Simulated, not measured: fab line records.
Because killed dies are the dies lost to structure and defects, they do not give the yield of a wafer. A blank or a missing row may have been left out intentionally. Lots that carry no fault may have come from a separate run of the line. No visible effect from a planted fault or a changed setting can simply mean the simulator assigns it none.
The tool behind it: which one? || flow berkeley-cmos170 || 14 lots, 42 wafers sampled, at 2 steps of a route of 331

## WHAT THE GAUGES SHOWED, per wafer
The record lacks any reading of a measuring or inspecting step that a usual standard deviation could be used to judge.

## WHICH TOOL RAN EACH LOT (tool, then ch and the chambers of the sampled wafers, then the start)
{"lot": "L626", "UCB170_ACTIVE_ETCH_15": "rie-diel-03 ch 0,3, day 3 20:20", "UCB170_ACTIVE_STRIP_16": "plasma-asher-01 ch 0,1, day 3 20:26"}
{"lot": "L627", "UCB170_ACTIVE_ETCH_15": "rie-diel-01 ch 0,1,3, day 4 08:03", "UCB170_ACTIVE_STRIP_16": "plasma-asher-02 ch 0,1, day 4 08:09"}
{"lot": "L630", "UCB170_ACTIVE_ETCH_15": "rie-diel-02 ch 0,1,3, day 4 23:51", "UCB170_ACTIVE_STRIP_16": "plasma-asher-04 ch 0,1, day 4 23:58"}
{"lot": "L631", "UCB170_ACTIVE_ETCH_15": "rie-diel-02 ch 2,3, day 5 00:13", "UCB170_ACTIVE_STRIP_16": "plasma-asher-02 ch 0,1, day 5 00:19"}
{"lot": "L632", "UCB170_ACTIVE_ETCH_15": "rie-diel-03 ch 0,1,2, day 5 08:04", "UCB170_ACTIVE_STRIP_16": "plasma-asher-01 ch 0,1, day 5 08:10"}
{"lot": "L633", "UCB170_ACTIVE_ETCH_15": "rie-diel-01 ch 0,1,3, day 5 08:25", "UCB170_ACTIVE_STRIP_16": "plasma-asher-02 ch 0,1, day 5 08:32"}
{"lot": "L634", "UCB170_ACTIVE_ETCH_15": "rie-diel-03 ch 0,1,2, day 5 19:36", "UCB170_ACTIVE_STRIP_16": "plasma-asher-04 ch 0,1, day 5 19:42"}
{"lot": "L635", "UCB170_ACTIVE_ETCH_15": "rie-diel-03 ch 1,2, day 6 02:43", "UCB170_ACTIVE_STRIP_16": "plasma-asher-04 ch 0,1, day 6 02:50"}
{"lot": "L637", "UCB170_ACTIVE_ETCH_15": "rie-diel-02 ch 1,2, day 6 18:29", "UCB170_ACTIVE_STRIP_16": "plasma-asher-01 ch 0,1, day 6 18:35"}
{"lot": "L641", "UCB170_ACTIVE_ETCH_15": "rie-diel-03 ch 1,3, day 7 08:52", "UCB170_ACTIVE_STRIP_16": "plasma-asher-02 ch 0,1, day 7 09:01"}
{"lot": "L639", "UCB170_ACTIVE_ETCH_15": "rie-diel-01 ch 2,3, day 7 09:29", "UCB170_ACTIVE_STRIP_16": "plasma-asher-01 ch 0,1, day 7 09:37"}
{"lot": "L645", "UCB170_ACTIVE_ETCH_15": "rie-diel-03 ch 1,3, day 8 04:04", "UCB170_ACTIVE_STRIP_16": "plasma-asher-02 ch 0,1, day 8 04:10"}
{"lot": "L646", "UCB170_ACTIVE_ETCH_15": "rie-diel-01 ch 0,1,3, day 8 12:09", "UCB170_ACTIVE_STRIP_16": "plasma-asher-04 ch 0,1, day 8 12:15"}
{"lot": "L649", "UCB170_ACTIVE_ETCH_15": "rie-diel-02 ch 0,2,3, day 8 12:11", "UCB170_ACTIVE_STRIP_16": "plasma-asher-02 ch 0,1, day 8 12:17"}
- UCB170_ACTIVE_ETCH_15: etches Si3N4 in CH3F/Ar/O2, stops on SiO2, target depth 242 nm, time 151 s.
- UCB170_ACTIVE_STRIP_16: strips in O2.

## WHAT THE TOOLS THEMSELVES READ (means of the sampled wafers that have a number; where no wafer has one, the mark that the record gives instead)
UCB170_ACTIVE_ETCH_15.
{"lot": "L626", "tool": "rie-diel-03", "drypump-motor-current-A (A)": 5.4, "oes-product-au (a.u.)": 0.942, "rf-fwd-power-W (W)": 449.1, "throttle-valve-pct (%)": 8.09}
{"lot": "L627", "tool": "rie-diel-01", "drypump-motor-current-A (A)": 6.1, "oes-product-au (a.u.)": 0.937, "rf-fwd-power-W (W)": 447.0, "throttle-valve-pct (%)": 8.12}
{"lot": "L630", "tool": "rie-diel-02", "drypump-motor-current-A (A)": 6.0, "oes-product-au (a.u.)": 0.929, "rf-fwd-power-W (W)": 448.6, "throttle-valve-pct (%)": 8.18}
{"lot": "L631", "tool": "rie-diel-02", "drypump-motor-current-A (A)": 5.8, "oes-product-au (a.u.)": 0.929, "rf-fwd-power-W (W)": 447.8, "throttle-valve-pct (%)": 8.13}
{"lot": "L632", "tool": "rie-diel-03", "drypump-motor-current-A (A)": 5.5, "oes-product-au (a.u.)": 0.940, "rf-fwd-power-W (W)": 448.9, "throttle-valve-pct (%)": 8.01}
{"lot": "L633", "tool": "rie-diel-01", "drypump-motor-current-A (A)": 6.1, "oes-product-au (a.u.)": 0.946, "rf-fwd-power-W (W)": 448.3, "throttle-valve-pct (%)": 8.11}
{"lot": "L634", "tool": "rie-diel-03", "drypump-motor-current-A (A)": 5.5, "oes-product-au (a.u.)": 0.947, "rf-fwd-power-W (W)": 448.4, "throttle-valve-pct (%)": 8.01}
{"lot": "L635", "tool": "rie-diel-03", "drypump-motor-current-A (A)": 5.9, "oes-product-au (a.u.)": 0.941, "rf-fwd-power-W (W)": 448.8, "throttle-valve-pct (%)": 8.04}
{"lot": "L637", "tool": "rie-diel-02", "drypump-motor-current-A (A)": 6.0, "oes-product-au (a.u.)": 0.930, "rf-fwd-power-W (W)": 447.4, "throttle-valve-pct (%)": 8.18}
{"lot": "L641", "tool": "rie-diel-03", "drypump-motor-current-A (A)": 5.6, "oes-product-au (a.u.)": 0.957, "rf-fwd-power-W (W)": 424.0, "throttle-valve-pct (%)": 7.93}
{"lot": "L639", "tool": "rie-diel-01", "drypump-motor-current-A (A)": 6.1, "oes-product-au (a.u.)": 0.950, "rf-fwd-power-W (W)": 446.5, "throttle-valve-pct (%)": 8.09}
{"lot": "L645", "tool": "rie-diel-03", "drypump-motor-current-A (A)": 5.6, "oes-product-au (a.u.)": 0.946, "rf-fwd-power-W (W)": 424.0, "throttle-valve-pct (%)": 7.93}
{"lot": "L646", "tool": "rie-diel-01", "drypump-motor-current-A (A)": 6.1, "oes-product-au (a.u.)": 0.945, "rf-fwd-power-W (W)": 447.1, "throttle-valve-pct (%)": 8.12}
{"lot": "L649", "tool": "rie-diel-02", "drypump-motor-current-A (A)": 5.6, "oes-product-au (a.u.)": 0.922, "rf-fwd-power-W (W)": 448.7, "throttle-valve-pct (%)": 8.20}

UCB170_ACTIVE_STRIP_16.
{"lot": "L626", "tool": "plasma-asher-01", "drypump-motor-current-A (A)": 5.2, "oes-product-au (a.u.)": 0.721, "strip-time-to-endpoint-s (s)": 18.25}
{"lot": "L627", "tool": "plasma-asher-02", "drypump-motor-current-A (A)": 5.5, "oes-product-au (a.u.)": 0.721, "strip-time-to-endpoint-s (s)": 18.37}
{"lot": "L630", "tool": "plasma-asher-04", "drypump-motor-current-A (A)": 6.0, "oes-product-au (a.u.)": 0.724, "strip-time-to-endpoint-s (s)": 18.51}
{"lot": "L631", "tool": "plasma-asher-02", "drypump-motor-current-A (A)": 5.6, "oes-product-au (a.u.)": 0.718, "strip-time-to-endpoint-s (s)": 18.40}
{"lot": "L632", "tool": "plasma-asher-01", "drypump-motor-current-A (A)": 5.2, "oes-product-au (a.u.)": 0.721, "strip-time-to-endpoint-s (s)": 18.32}
{"lot": "L633", "tool": "plasma-asher-02", "drypump-motor-current-A (A)": 5.5, "oes-product-au (a.u.)": 0.717, "strip-time-to-endpoint-s (s)": 18.37}
{"lot": "L634", "tool": "plasma-asher-04", "drypump-motor-current-A (A)": 6.0, "oes-product-au (a.u.)": 0.723, "strip-time-to-endpoint-s (s)": 18.31}
{"lot": "L635", "tool": "plasma-asher-04", "drypump-motor-current-A (A)": 5.9, "oes-product-au (a.u.)": 0.720, "strip-time-to-endpoint-s (s)": 18.38}
{"lot": "L637", "tool": "plasma-asher-01", "drypump-motor-current-A (A)": 5.3, "oes-product-au (a.u.)": 0.723, "strip-time-to-endpoint-s (s)": 18.34}
{"lot": "L641", "tool": "plasma-asher-02", "drypump-motor-current-A (A)": 5.5, "oes-product-au (a.u.)": 0.724, "strip-time-to-endpoint-s (s)": 18.44}
{"lot": "L639", "tool": "plasma-asher-01", "drypump-motor-current-A (A)": 5.2, "oes-product-au (a.u.)": 0.716, "strip-time-to-endpoint-s (s)": 18.43}
{"lot": "L645", "tool": "plasma-asher-02", "drypump-motor-current-A (A)": 5.5, "oes-product-au (a.u.)": 0.723, "strip-time-to-endpoint-s (s)": 18.43}
{"lot": "L646", "tool": "plasma-asher-04", "drypump-motor-current-A (A)": 6.0, "oes-product-au (a.u.)": 0.724, "strip-time-to-endpoint-s (s)": 18.37}
{"lot": "L649", "tool": "plasma-asher-02", "drypump-motor-current-A (A)": 5.5, "oes-product-au (a.u.)": 0.719, "strip-time-to-endpoint-s (s)": 18.48}

## THE ANSWER, worked out from the rows above alone
Rule: what is usual is taken from the lots themselves. Put in order of their means at a reading, lots are off if they are a third of the lots or fewer, leave a main group of 4 or more, and stand apart from it by a gap of 3 or more times the standard deviation of the main group's means; of several such gaps the widest counts. The tables above print the reading to a certain number of digits; a main group whose means all agree to those digits is not used. A lot without any number at a reading at which 4 lots or more have one is off too. Where the step has rows for the other lots, those lots are counted as sound. Order of review: gauges by route order, followed by the tools' own readings, for which a lot's mean as printed above is used. At the first step where some lot is off, the reading lying furthest off is the one used; lots without a number count as furthest.
Off: L641, L645, at UCB170_ACTIVE_ETCH_15 (rf-fwd-power-W). The main group has a mean of 448.1 W with a standard deviation of 0.83.
If a tool, at that step or one of the process steps before it, ran each lot that is off and ran no sound lot following the first of them, it fits. One fits: UCB170_ACTIVE_ETCH_15 on rie-diel-03. Its last sound lot is L635 (day 6 02:43), its first lot that is off L641 (day 7 08:52): a fault that began between those two fits.
The tool's own readings at UCB170_ACTIVE_ETCH_15 bear it out: on the lots that are off they differ by more than 5 times the standard deviation of the sound lots' means. rf-fwd-power-W reads 424.0 W there against 448.1 W on the sound lots.

## WHAT THE SIMULATOR HAD INSERTED
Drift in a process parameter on rie-diel-03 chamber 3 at UCB170_ACTIVE_ETCH_15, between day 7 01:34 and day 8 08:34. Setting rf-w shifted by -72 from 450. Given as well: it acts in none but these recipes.
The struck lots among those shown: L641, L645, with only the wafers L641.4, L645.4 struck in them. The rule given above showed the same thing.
